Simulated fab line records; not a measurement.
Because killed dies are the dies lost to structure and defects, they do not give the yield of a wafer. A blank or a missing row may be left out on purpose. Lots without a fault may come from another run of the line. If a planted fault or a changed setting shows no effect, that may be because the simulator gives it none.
What tool caused it? || flow berkeley-cmos170 || Sampling: 7 lots, 21 wafers, 4 of 331 route steps

## WHAT EACH GAUGE READ, for each wafer
UCB170_NSD_TW_MEAS_10.
{"lot": "L768", "measured": "day 8 11:51", "on": "film-metro-01", "NSD_TW": "4190 4200 4187"}
{"lot": "L770", "measured": "day 9 04:45", "on": "film-metro-02", "NSD_TW": "4192 4196 4185"}
{"lot": "L771", "measured": "day 9 05:25", "on": "film-metro-01", "NSD_TW": "4157 4187 4166"}
{"lot": "L776", "measured": "day 10 07:59", "on": "film-metro-01", "NSD_TW": "4148 4160 4164"}
{"lot": "L780", "measured": "day 10 22:03", "on": "film-metro-02", "NSD_TW": "4165 4158 4158"}
{"lot": "L783", "measured": "day 11 17:01", "on": "film-metro-01", "NSD_TW": "30 30 30"}
{"lot": "L781", "measured": "day 11 18:07", "on": "film-metro-01", "NSD_TW": "4160 4119 4156"}

## WHICH TOOL RAN EACH LOT (tool, then ch and the chambers of the sampled wafers, then the start)
{"lot": "L768", "UCB170_NVT_STRIP_08": "plasma-asher-02 ch 0,1, day 7 03:27", "UCB170_PSD_STRIP_09": "plasma-asher-04 ch 0,1, day 8 07:25", "UCB170_NSD_STRIP_09": "plasma-asher-04 ch 0,1, day 8 11:45"}
{"lot": "L770", "UCB170_NVT_STRIP_08": "plasma-asher-01 ch 0,1, day 7 12:37", "UCB170_PSD_STRIP_09": "plasma-asher-01 ch 1, day 9 02:39", "UCB170_NSD_STRIP_09": "plasma-asher-04 ch 0,1, day 9 04:38"}
{"lot": "L771", "UCB170_NVT_STRIP_08": "plasma-asher-02 ch 0,1, day 7 21:38", "UCB170_PSD_STRIP_09": "plasma-asher-04 ch 0,1, day 9 03:07", "UCB170_NSD_STRIP_09": "plasma-asher-03 ch 0,1, day 9 05:19"}
{"lot": "L776", "UCB170_NVT_STRIP_08": "plasma-asher-03 ch 0,1, day 8 23:13", "UCB170_PSD_STRIP_09": "plasma-asher-01 ch 0,1, day 10 04:55", "UCB170_NSD_STRIP_09": "plasma-asher-03 ch 0,1, day 10 07:53"}
{"lot": "L780", "UCB170_NVT_STRIP_08": "plasma-asher-01 ch 0,1, day 9 09:49", "UCB170_PSD_STRIP_09": "plasma-asher-04 ch 0,1, day 10 16:34", "UCB170_NSD_STRIP_09": "plasma-asher-02 ch 0,1, day 10 21:57"}
{"lot": "L783", "UCB170_NVT_STRIP_08": "plasma-asher-03 ch 0, day 10 08:25", "UCB170_PSD_STRIP_09": "plasma-asher-04 ch 0, day 11 15:01", "UCB170_NSD_STRIP_09": "plasma-asher-04 ch 0, day 11 16:55"}
{"lot": "L781", "UCB170_NVT_STRIP_08": "plasma-asher-01 ch 0,1, day 10 08:25", "UCB170_PSD_STRIP_09": "plasma-asher-01 ch 0,1, day 11 15:53", "UCB170_NSD_STRIP_09": "plasma-asher-03 ch 0,1, day 11 18:01"}
- UCB170_NVT_STRIP_08: strips in O2.
- UCB170_PSD_STRIP_09: strips in O2.
- UCB170_NSD_STRIP_09: strips in O2.

## THE ANSWER, worked out from the rows above alone
Rule: the lots themselves supply what counts as usual. Put in order of their means at a reading, lots are off if they are a third of the lots or fewer, leave a main group of 4 or more, and stand apart from it by a gap of 3 or more times the standard deviation of the main group's means; of several such gaps the widest counts. The tables above print the reading to a certain number of digits; a main group whose means all agree to those digits is not used. Also off: a lot with no number at a reading for which 4 or more lots have one. All remaining lots with rows at the step are treated as sound.
Off: L783, seen at UCB170_NSD_TW_MEAS_10 (NSD_TW). The main group has a mean of 4169 with a standard deviation of 17.
If a tool, at a process step before that reading, ran all the lots that are off and no sound lot after the first of them, it fits. The gauges at UCB170_NSD_TW_MEAS_10 are tried like those tools. This does not decide it: 2 tools fit, namely plasma-asher-03 at UCB170_NVT_STRIP_08 and plasma-asher-04 at UCB170_PSD_STRIP_09 and UCB170_NSD_STRIP_09.

## WHAT WAS PUT IN BY THE SIMULATOR
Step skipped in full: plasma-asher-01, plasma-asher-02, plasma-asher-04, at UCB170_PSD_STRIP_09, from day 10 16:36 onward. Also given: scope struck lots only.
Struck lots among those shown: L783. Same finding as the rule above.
